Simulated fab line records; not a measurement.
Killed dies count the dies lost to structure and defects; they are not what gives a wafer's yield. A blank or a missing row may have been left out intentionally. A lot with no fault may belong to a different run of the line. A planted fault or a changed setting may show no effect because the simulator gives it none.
What tool caused it? | flow berkeley-cmos170 | 7 lots, 21 wafers sampled, at 3 steps of a route of 331

WHAT THE GAUGES READ, wafer by wafer
UCB170_M2_CD_MEAS_15 targets a cd of 700 nm.
lot  | measured     | on        | cd-nm (nm)
L627 | day 8 03:45  | cd-sem-02 | 699.3 699.4 699.8
L628 | day 8 17:56  | cd-sem-01 | 700.0 701.3 700.8
L631 | day 8 21:25  | cd-sem-01 | 699.9 700.9 701.2
L636 | day 10 00:32 | cd-sem-01 | 701.1 701.4 700.5
L634 | day 10 02:12 | cd-sem-01 | 698.4 699.1 700.1
L643 | day 11 08:31 | cd-sem-01 | 699.2 698.8 698.3
L648 | day 12 04:37 | cd-sem-01 | 699.9 700.1 698.3

WHICH TOOL RAN EACH LOT (tool, then ch and the chambers of the sampled wafers, then the start)
lot  | UCB170_V1_ETCH_14                 | UCB170_M2_EXPOSE_12
L627 | rie-diel-04 ch 1,2,3, day 7 23:59 | krf-scanner-01 ch 0, day 8 03:14
L628 | rie-diel-02 ch 1,3, day 8 15:13   | krf-scanner-01 ch 0, day 8 17:26
L631 | rie-diel-04 ch 2,3, day 8 17:58   | krf-scanner-01 ch 0, day 8 20:26
L636 | rie-diel-03 ch 1,3, day 9 20:52   | krf-scanner-01 ch 0, day 9 23:29
L634 | rie-diel-02 ch 0,1,2, day 9 21:28 | krf-scanner-01 ch 0, day 10 01:10
L643 | rie-diel-02 ch 1,2, day 11 04:13  | krf-scanner-01 ch 0, day 11 07:34
L648 | rie-diel-02 ch 0,2, day 12 02:19  | krf-scanner-01 ch 0, day 12 04:13
- UCB170_V1_ETCH_14: etches SiO2 in CHF3/CF4/Ar, stops on Al, target depth 1250 nm, time 291 s.
- UCB170_M2_EXPOSE_12: exposes mask METAL2, target cd 700 nm.

THE ANSWER, worked out from the rows above alone
Rule: usual is defined by the lots themselves. The widest of any qualifying gaps counts: lots, ordered by their means at a reading, are off when they make up no more than a third of the lots, leave a main group of 4 or more, and stand apart from it by 3 or more times the standard deviation of that group's means. The tables above print the reading to a certain number of digits; a main group whose means all agree to those digits is not used. Also off: a lot with no number at a reading for which 4 or more lots have one. The other lots that the step has rows for count as sound.
Across all readings shown, no lot is off: no conclusion can be drawn from this.

WHAT THE SIMULATOR HAD PUT IN
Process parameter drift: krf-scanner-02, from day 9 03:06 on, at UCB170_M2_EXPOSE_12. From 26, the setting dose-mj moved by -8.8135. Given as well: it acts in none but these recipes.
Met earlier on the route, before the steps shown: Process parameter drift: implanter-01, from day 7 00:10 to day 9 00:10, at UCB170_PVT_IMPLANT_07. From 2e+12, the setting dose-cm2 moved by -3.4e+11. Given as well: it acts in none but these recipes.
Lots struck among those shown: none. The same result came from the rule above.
